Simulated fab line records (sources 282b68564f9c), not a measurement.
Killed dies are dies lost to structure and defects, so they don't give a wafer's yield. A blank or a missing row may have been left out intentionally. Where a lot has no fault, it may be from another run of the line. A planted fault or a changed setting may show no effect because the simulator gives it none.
A single fault, viewed from 2 desks :: flow rit-cmos :: every desk sees just its own numbers, and what lay behind them comes last

== AT THE TOOL OWNER'S DESK: implanter-03 ==
For each lot that ran on this tool, the mean over its sampled wafers that have a number, from the tool's own readings at RIT_NLDD_IMPLANT_08. Marked OUT: a lot whose mean sits more than 4 standard deviations from the usual mean, which makes it out of limits; the brackets give that distance.
Columns: A = beam-energy-keV at RIT_NLDD_IMPLANT_08, usual 20.000; B = tilt-deg at RIT_NLDD_IMPLANT_08, usual 6.997 degrees
lot: L860
first seen here: day 4 00:00
A: 20.010
B: 7.008

lot: L868
first seen here: day 5 14:28
A: 20.195 (+31) OUT
B: 6.978

lot: L869
first seen here: day 6 04:03
A: 20.186 (+30) OUT
B: 6.996

lot: L870
first seen here: day 6 17:31
A: 20.196 (+32) OUT
B: 6.986
This desk's finding: out of limits on L868, L869, L870; first on L868, day 5 14:28 (beam-energy-keV at RIT_NLDD_IMPLANT_08). In limits: L860.

== FROM THE METROLOGY DESK ==
What the gauges read for every lot (on any tool): the sampled wafers with a number, averaged. Marked OUT: a lot whose mean sits more than 4 standard deviations from the usual mean, which makes it out of limits; the brackets give that distance.
Columns: A = REOX_OXIDE_THK at RIT_REOX_THK_MEAS_04, usual 25.4 nm; B = NLDD_OVL at RIT_NLDD_OVL_MEAS_06, usual 1.4 nm
lot: L857
first seen here: day 3 08:40
A: 25.4
B: 2.1

lot: L860
first seen here: day 3 22:40
A: 26.0
B: 0.5

lot: L868
first seen here: day 5 12:59
A: 24.9
B: 2.6

lot: L869
first seen here: day 6 02:47
A: 25.7
B: 0.8

lot: L870
first seen here: day 6 16:17
A: 25.6
B: 1.8

lot: L875
first seen here: day 7 11:23
A: 25.5
B: -0.8

lot: L877
first seen here: day 7 17:12
A: 25.6
B: 1.9
This desk's finding: nothing out of limits on any of the 7 lots.

== BROUGHT TOGETHER ==
An alarm could have come from the tool owner's desk at day 5 14:28, on L868, L869, L870.
Nothing out of limits was seen by the metrology desk.
The metrology desk holds a record of L868, L869, L870, inside its limits.
The lots listed all ran RIT_NLDD_IMPLANT_08 on implanter-03.

== WHAT HAD BEEN PUT IN BY THE SIMULATOR ==
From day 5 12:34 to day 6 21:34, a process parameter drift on implanter-03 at RIT_NLDD_IMPLANT_08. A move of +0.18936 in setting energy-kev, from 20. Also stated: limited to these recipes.
Struck lots among those shown: L868, L869, L870.
Time in hours from fault onset to the first out-of-limits reading at each desk: the tool owner's desk, 2.
